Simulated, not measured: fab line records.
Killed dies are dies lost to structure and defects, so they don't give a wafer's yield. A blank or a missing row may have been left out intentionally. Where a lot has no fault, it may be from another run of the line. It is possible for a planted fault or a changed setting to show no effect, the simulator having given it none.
fab line records	flow berkeley-cmos170
[record] lots = 14	wafers = 42	last-day = 11
route steps=331 shown GATE@128 PLDD@155
lots with no fault: from the same line, run without faults
start-h: the number of hours between the record's first day and the start of the first shown wafer of the lot	wait-h: time in hours since the lot's previous step	" identical to the entry in the row above	L1.1+2: a row that stands for several wafers	- no value, or no start given	* or withheld: withheld	< > ~ a bound
route shown NAME@n: a module of which the file shows steps, and the number in the route of the first	usual: mean and standard deviation over wafers with no fault	same: alike in all rows	chamber/n: place in a boat	sites: the reading at each site	_std_site: the values' standard deviation	_edge_site: outer sites' mean less inner sites'	radius-mm: how far each site lies from the wafer's centre	mask NAME#n: copy n	behind: tool/chamber where the wafer was last shaped	hold: cause of the lot's hold/its duration in hours/its outcome	device: transistor that didn't switch, given as n, p or np	end of line: tests of these same wafers at the route's end	where a step has no rows: the recipe by itself	killed: not the wafer's yield, but the dies lost to structure and defects at the first sort	map: the dies of a wafer, with x for killed, . for not killed, _ for no die there
set.NAME: the setting as run; set.NAME@STEP: as run at that earlier step	model.NAME: the simulator's own value behind a step, which no gauge read
a sample of lots followed through the steps of the route, with each step as a table and each wafer as a row
services: when a tool's chamber went out of use (start-h, in hours from the record's first day, below 0 if earlier), for how many hours, and the reason
[[steps]]
[step UCB170_GATE_THK_MEAS_02]
[recipe] reads = SiO2_of_GATE_OXIDATION_01
[usual] GATE_OXIDE_THK = 6.64/0.16
lot.wafer	tool	chamber	start-h	wait-h	GATE_OXIDE_THK[nm]
L590.1	film-metro-03	-	113.99	0.0	6.94
L590.2	"	-	"	"	6.83
L590.5	"	-	"	"	6.77
L587.2	film-metro-02	-	114.00	0.0	6.71
L587.3	"	-	"	"	6.57
L587.4	"	-	"	"	6.66
L592.3	film-metro-01	-	132.28	0.0	6.70
L592.4	"	-	"	"	6.76
L592.5	"	-	"	"	6.67
L593.3	film-metro-03	-	132.28	0.0	6.77
L593.4	"	-	"	"	6.77
L593.5	"	-	"	"	6.70
L591.2	film-metro-02	-	132.31	0.1	6.84
L591.3	"	-	"	"	6.75
L591.5	"	-	"	"	6.83
L594.2	film-metro-03	-	144.30	0.0	6.80
L594.3	"	-	"	"	6.69
L594.6	"	-	"	"	6.66
L595.2	film-metro-02	-	144.30	0.0	6.59
L595.4	"	-	"	"	6.60
L595.5	"	-	"	"	6.62
L599.2	film-metro-03	-	161.32	0.0	6.74
L599.4	"	-	"	"	6.85
L599.6	"	-	"	"	6.63
L603.2	film-metro-03	-	196.44	0.0	6.35
L603.4	"	-	"	"	6.17
L603.5	"	-	"	"	6.41
L605.2	film-metro-02	-	196.44	0.0	6.40
L605.4	"	-	"	"	6.32
L605.5	"	-	"	"	6.37
L606.3	film-metro-02	-	214.98	0.0	6.71
L606.4	"	-	"	"	6.69
L606.5	"	-	"	"	6.85
L608.3	film-metro-01	-	214.98	0.0	6.61
L608.4	"	-	"	"	6.55
L608.5	"	-	"	"	6.68
L607.1	film-metro-01	-	215.02	0.1	6.63
L607.3	"	-	"	"	6.71
L607.4	"	-	"	"	6.59
L609.1	film-metro-01	-	222.64	0.0	6.70
L609.2	"	-	"	"	6.76
L609.6	"	-	"	"	6.63
[step UCB170_GATE_CVD_04]
[recipe] material = poly-Si	temp-c = 610	precursor = SiH4	time-s = 1440	pressure-mtorr = 375	target-thk-nm = 214	sih4-flow-sccm = 120
[usual] spike-tc-centre-C = 612.3/2.2
lot.wafer	tool	chamber	start-h	wait-h	spike-tc-centre-C
L587.2	lpcvd-01	1	115.72	0.2	615.0
L587.3	"	1	"	"	613.1
L587.4	"	1	"	"	613.4
L590.1	lpcvd-01	0	115.72	0.2	613.4
L590.2	"	0	"	"	611.3
L590.5	"	0	"	"	612.2
L591.2	lpcvd-01	1	136.70	1.3	614.1
L591.3	"	1	"	"	613.6
L591.5	"	1	"	"	613.3
L592.3	lpcvd-01	0	136.70	1.3	610.9
L592.4	"	0	"	"	610.4
L592.5	"	0	"	"	612.5
L593.3	lpcvd-01	0	136.70	1.3	611.0
L593.4	"	0	"	"	611.2
L593.5	"	0	"	"	608.8
L594.2	lpcvd-02	0	147.12	0.0	610.6
L594.3	"	0	"	"	610.5
L594.6	"	0	"	"	609.4
L595.2	lpcvd-02	0	147.12	0.0	610.5
L595.4	"	0	"	"	610.1
L595.5	"	0	"	"	611.2
L599.2	lpcvd-02	1	168.37	0.2	616.4
L599.4	"	1	"	"	617.3
L599.6	"	1	"	"	614.7
L603.2	lpcvd-01	0	201.72	0.3	611.1
L603.4	"	0	"	"	611.7
L603.5	"	0	"	"	611.0
L605.2	lpcvd-01	0	201.72	0.3	611.5
L605.4	"	0	"	"	610.9
L605.5	"	0	"	"	613.8
L606.3	lpcvd-02	1	218.59	0.0	615.0
L606.4	"	1	"	"	614.9
L606.5	"	1	"	"	615.6
L607.1	lpcvd-02	0	218.59	0.0	610.2
L607.3	"	0	"	"	611.4
L607.4	"	0	"	"	611.2
L608.3	lpcvd-02	0	218.59	0.0	609.7
L608.4	"	0	"	"	610.8
L608.5	"	0	"	"	610.3
L609.1	lpcvd-02	0	227.44	0.0	610.7
L609.2	"	0	"	"	610.4
L609.6	"	0	"	"	611.5
[step UCB170_GATE_THK_MEAS_05]
[recipe] reads = poly-Si_of_GATE_CVD_04
[usual] GATE_POLY_THK = 213.7/2.3
lot.wafer	tool	chamber	start-h	wait-h	GATE_POLY_THK[nm]
L590.1	film-metro-02	-	117.12	0.0	213.6
L590.2	"	-	"	"	213.2
L590.5	"	-	"	"	212.3
L587.2	film-metro-01	-	117.13	0.0	212.6
L587.3	"	-	"	"	213.1
L587.4	"	-	"	"	211.8
L591.2	film-metro-01	-	138.11	0.0	215.1
L591.3	"	-	"	"	216.0
L591.5	"	-	"	"	214.5
L592.3	film-metro-02	-	138.12	0.0	211.6
L592.4	"	-	"	"	213.0
L592.5	"	-	"	"	210.7
L593.3	film-metro-03	-	138.12	0.0	212.7
L593.4	"	-	"	"	211.5
L593.5	"	-	"	"	212.0
L594.2	film-metro-01	-	148.53	0.0	214.4
L594.3	"	-	"	"	215.1
L594.6	"	-	"	"	215.6
L595.2	film-metro-03	-	148.53	0.0	219.1
L595.4	"	-	"	"	218.3
L595.5	"	-	"	"	216.9
L599.2	film-metro-03	-	169.78	0.0	213.6
L599.4	"	-	"	"	212.6
L599.6	"	-	"	"	213.9
L603.2	film-metro-02	-	203.13	0.0	354.6
L603.4	"	-	"	"	354.1
L603.5	"	-	"	"	355.3
L605.2	film-metro-03	-	203.13	0.0	353.9
L605.4	"	-	"	"	355.5
L605.5	"	-	"	"	356.6
L607.1	film-metro-03	-	219.99	0.0	214.6
L607.3	"	-	"	"	212.6
L607.4	"	-	"	"	213.7
L606.3	film-metro-01	-	220.01	0.0	210.0
L606.4	"	-	"	"	207.5
L606.5	"	-	"	"	210.4
L608.3	film-metro-02	-	220.01	0.0	216.4
L608.4	"	-	"	"	215.7
L608.5	"	-	"	"	214.7
L609.1	film-metro-01	-	228.84	0.0	209.0
L609.2	"	-	"	"	209.3
L609.6	"	-	"	"	209.2
[step UCB170_GATE_ETCH_15]
[recipe] chemistry = HBr/Cl2	target = poly-Si	stop-on = SiO2	over-etch-frac = 0.3	icp-w = 300	bias-w = 150	time-s = 56.3	pressure-mtorr = 15	HBr_flow_sccm = 150	Cl2_flow_sccm = 50	target-depth-a = 2782
[usual] drypump-motor-current-A = 5.7/0.46	oes-product-au = 0.828/0.01	throttle-valve-pct = 26.46/0.2
lot.wafer	tool	chamber	start-h	wait-h	drypump-motor-current-A	oes-product-au	rf-hours-counter-h	throttle-valve-pct
L587.2	rie-si-02	0	119.41	-	6.3	0.817	129	26.24
L587.3	"	3	"	"	5.4	0.819	1	26.72
L587.4	"	2	"	"	5.5	0.826	62	26.65
L590.1	rie-si-01	0	119.53	-	6.3	0.838	126	26.16
L590.2	"	2	"	"	5.7	0.829	10	26.39
L590.5	"	0	"	"	6.3	0.824	-	26.17
L593.3	rie-si-02	1	139.53	-	5.3	0.813	1	26.54
L593.4	"	3	"	"	5.5	0.815	-	26.71
L593.5	"	2	"	"	5.6	0.833	-	26.66
L592.3	rie-si-01	0	140.42	-	6.3	0.825	126	26.18
L592.4	"	3	"	"	4.9	0.838	115	26.23
L592.5	"	3	"	"	4.9	0.830	-	26.20
L591.2	rie-si-02	2	140.62	-	5.5	0.839	62	26.66
L591.3	"	1	"	"	5.3	0.823	1	26.54
L591.5	"	1	"	"	5.3	0.815	-	26.52
L595.2	rie-si-01	3	149.96	-	4.9	0.850	115	26.21
L595.4	"	2	"	"	5.8	0.842	10	26.38
L595.5	"	2	"	"	5.7	0.836	-	26.38
L594.2	rie-si-02	1	150.19	-	5.3	0.824	1	26.53
L594.3	"	2	"	"	5.5	0.831	62	26.65
L594.6	"	2	"	"	5.5	0.839	-	26.65
L599.2	rie-si-02	1	171.00	-	5.3	0.813	1	26.54
L599.4	"	2	"	"	5.5	0.834	62	26.66
L599.6	"	0	"	"	6.3	0.842	-	26.30
L605.2	rie-si-02	2	204.39	-	5.6	1.008	62	26.64
L605.4	"	0	"	"	6.3	1.000	0	26.30
L605.5	"	2	"	"	5.6	0.986	-	26.67
L603.2	rie-si-01	2	204.60	-	5.8	0.983	10	26.35
L603.4	"	2	"	"	5.8	0.979	-	26.37
L603.5	"	0	"	"	6.3	1.009	-	26.14
L608.3	rie-si-01	3	221.21	-	4.9	0.855	0	26.19
L608.4	"	0	"	"	6.2	0.833	0	26.13
L608.5	"	1	"	"	6.1	0.831	-	26.56
L606.3	rie-si-02	0	221.42	-	6.3	0.821	0	26.32
L606.4	"	2	"	"	5.5	0.818	62	26.65
L606.5	"	0	"	"	6.3	0.818	-	26.32
L607.1	rie-si-01	3	221.57	-	4.9	0.850	0	26.17
L607.3	"	2	"	"	5.8	0.827	10	26.37
L607.4	"	1	"	"	6.1	0.829	72	26.56
L609.1	rie-si-02	2	230.06	-	5.5	0.826	62	26.66
L609.2	"	1	"	"	5.3	0.809	1	26.53
L609.6	"	1	"	"	5.3	0.806	-	26.52
[step UCB170_GATE_STRIP_16]
[recipe] chemistry = O2	power-w = 400	pressure-mtorr = 3500	platen-temp-c = withheld	o2-flow-sccm = 400	overash-fraction = 0.5
[usual] drypump-motor-current-A = 5.7/0.58	oes-product-au = 0.723/0.0049
lot.wafer	tool	chamber	start-h	wait-h	drypump-motor-current-A	oes-product-au	rf-hours-counter-h
L587.2	plasma-asher-02	0	119.46	0.0	5.6	0.718	36
L587.3	"	1	"	"	6.8	0.719	-
L587.4	"	0	"	"	5.6	0.725	-
L590.1	plasma-asher-01	1	119.58	0.0	4.9	0.724	43
L590.2	"	0	"	"	5.4	0.727	43
L590.5	"	1	"	"	4.9	0.725	-
L593.3	plasma-asher-01	1	139.61	0.1	4.9	0.727	-
L593.4	"	0	"	"	5.4	0.725	-
L593.5	"	0	"	"	5.4	0.732	-
L592.3	plasma-asher-01	1	140.50	0.1	4.9	0.722	-
L592.4	"	0	"	"	5.4	0.719	-
L592.5	"	0	"	"	5.4	0.719	-
L591.2	plasma-asher-02	1	140.67	0.0	6.8	0.726	39
L591.3	"	0	"	"	5.6	0.725	-
L591.5	"	0	"	"	5.6	0.727	-
L595.2	plasma-asher-03	0	150.01	0.0	5.7	0.732	1
L595.4	"	1	"	"	6.0	0.727	-
L595.5	"	0	"	"	5.6	0.732	-
L594.2	plasma-asher-02	1	150.24	0.0	6.8	0.719	40
L594.3	"	1	"	"	6.8	0.723	-
L594.6	"	1	"	"	6.8	0.729	-
L599.2	plasma-asher-01	0	171.04	0.0	5.4	0.725	50
L599.4	"	1	"	"	4.9	0.725	-
L599.6	"	1	"	"	4.9	0.720	-
L605.2	plasma-asher-02	1	204.44	0.0	6.8	0.726	46
L605.4	"	1	"	"	6.8	0.719	-
L605.5	"	1	"	"	6.8	0.724	-
L603.2	plasma-asher-03	0	204.65	0.0	5.7	0.720	7
L603.4	"	0	"	"	5.7	0.725	-
L603.5	"	0	"	"	5.7	0.718	-
L608.3	plasma-asher-03	1	221.29	0.1	6.0	0.726	-
L608.4	"	0	"	"	5.6	0.720	-
L608.5	"	0	"	"	5.7	0.716	-
L606.3	plasma-asher-01	1	221.50	0.1	4.9	0.731	-
L606.4	"	0	"	"	5.4	0.726	-
L606.5	"	1	"	"	4.9	0.729	-
L607.1	plasma-asher-02	1	221.62	0.0	6.8	0.717	48
L607.3	"	0	"	"	5.7	0.728	-
L607.4	"	1	"	"	6.8	0.719	-
L609.1	plasma-asher-03	1	230.11	0.0	5.9	0.731	9
L609.2	"	0	"	"	5.7	0.716	9
L609.6	"	0	"	"	5.7	0.722	-
[step UCB170_PLDD_STRIP_10]
[recipe] chemistry = O2	power-w = 400	pressure-mtorr = 3500	platen-temp-c = withheld	o2-flow-sccm = 400	overash-fraction = 0.5
[usual] drypump-motor-current-A = 5.4/0.31	oes-product-au = 0.734/0.0054	strip-time-to-endpoint-s = 21.68/0.061
lot.wafer	tool	chamber	start-h	wait-h	drypump-motor-current-A	oes-product-au	rf-hours-counter-h	strip-time-to-endpoint-s
L587.2	plasma-asher-04	1	122.96	0.1	5.5	0.727	45	21.65
L587.3	"	0	"	"	5.4	0.746	-	21.64
L587.4	"	1	"	"	5.6	0.726	-	21.71
L590.1	plasma-asher-04	0	123.24	0.1	5.4	0.737	45	21.77
L590.2	"	1	"	"	5.6	0.743	45	21.69
L590.5	"	1	"	"	5.6	0.740	-	21.70
L593.3	plasma-asher-01	0	142.54	0.1	5.4	0.736	-	21.64
L593.4	"	1	"	"	4.8	0.732	-	21.66
L593.5	"	1	"	"	4.9	0.731	-	21.73
L592.3	plasma-asher-01	1	143.73	0.1	4.9	0.732	-	21.61
L592.4	"	0	"	"	5.4	0.730	-	21.70
L592.5	"	0	"	"	5.4	0.745	-	21.65
L591.2	plasma-asher-04	0	143.88	0.1	5.4	0.743	48	21.73
L591.3	"	0	"	"	5.4	0.729	-	21.62
L591.5	"	0	"	"	5.4	0.737	-	21.70
L595.2	plasma-asher-03	0	152.40	0.1	5.7	0.729	1	21.82
L595.4	"	0	"	"	5.6	0.732	-	21.75
L595.5	"	0	"	"	5.7	0.743	-	21.83
L594.2	plasma-asher-01	1	152.67	0.1	4.9	0.734	48	21.73
L594.3	"	0	"	"	5.4	0.736	-	21.72
L594.6	"	1	"	"	4.9	0.727	-	21.76
L599.2	plasma-asher-04	0	173.00	0.1	5.4	0.739	51	21.61
L599.4	"	1	"	"	5.6	0.736	-	21.66
L599.6	"	1	"	"	5.6	0.738	-	21.67
L608.3	plasma-asher-04	1	223.30	0.1	5.6	0.737	-	21.70
L608.4	"	0	"	"	5.4	0.730	-	21.67
L608.5	"	0	"	"	5.4	0.738	-	21.63
L606.3	plasma-asher-01	0	223.42	0.1	5.4	0.742	-	21.68
L606.4	"	1	"	"	4.9	0.737	-	21.72
L606.5	"	1	"	"	4.9	0.726	-	21.74
L607.1	plasma-asher-01	0	223.68	0.1	5.4	0.735	55	21.60
L607.3	"	0	"	"	5.4	0.733	-	21.55
L607.4	"	1	"	"	4.8	0.735	-	21.55
L609.1	plasma-asher-04	0	232.20	0.1	5.4	0.736	58	21.67
L609.2	"	1	"	"	5.5	0.729	58	21.67
L609.6	"	1	"	"	5.5	0.732	-	21.69
[[services]]
tool	chamber	start-h	hours	kind
rie-si-01	0	93.81	14.2	repair
plasma-asher-03	-	116.34	9.0	pm
plasma-asher-03	0	116.34	9.0	vent-cycle
plasma-asher-03	1	116.34	9.0	vent-cycle
rie-si-02	-	120.94	0.2	repair
plasma-asher-03	0	125.34	-	clean
plasma-asher-03	1	125.34	-	clean
plasma-asher-03	-	131.76	13.2	pm
plasma-asher-04	-	132.16	1.1	repair
rie-si-02	0	137.50	-	clean
rie-si-02	0	137.50	21.0	scheduled-down
rie-si-02	0	137.50	21.0	vent-cycle
lpcvd-02	-	140.94	6.0	pm
rie-si-01	0	150.41	-	clean
rie-si-01	0	150.41	20.5	scheduled-down
rie-si-01	0	150.41	20.5	vent-cycle
rie-si-01	3	194.40	-	clean
rie-si-01	3	194.40	16.9	scheduled-down
rie-si-01	3	194.40	16.9	vent-cycle
rie-si-02	0	217.24	1.5	repair
lpcvd-01	-	220.08	6.0	pm
[[key]]
[first-sign] step = UCB170_GATE_THK_MEAS_05	reading = GATE_POLY_THK	direction = up	sigmas = 61	usual = 213.7	struck = 355.0
[effect] step = UCB170_GATE_ETCH_15	reading = oes-product-au	direction = up	sigmas = 16	usual = 0.828	struck = 0.994
met-at UCB170_GATE_CVD_04
struck-lots L603,L605
later-rows-left-out L603.2,L603.4,L603.5,L605.2,L605.4,L605.5
sort-left-out L603.2,L603.4,L603.5,L605.2,L605.4,L605.5
tester-left-out L603,L605
not-acting-at UCB170_GATE_THK_MEAS_02,UCB170_GATE_STRIP_16,UCB170_PLDD_STRIP_10
onset-between 136.70 201.72
[fault] kind = process-parameter-drift	tool = lpcvd-01	chamber = -	onset-h = 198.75	steps = UCB170_GATE_CVD_04	channel = target-thk-nm	offset = 139.83	shape = step	end-h = 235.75	acts-in = these-recipes-only	stated = 214
// tester-left-out: of these lots the tester's yield and bins aren't shown, on N5 and GAA mostly nor the transistor test; their killed dies are dies lost to structure and defects alone, not to doping, threshold or leakage, so they don't give the yield
// sort-left-out: the simulated sort isn't trusted on such a fault, so these wafers' sort isn't shown, and their yield isn't known
// later-rows-left-out: the simulator's readings of these wafers behind a module that went badly wrong aren't trusted and aren't shown, but for the sort
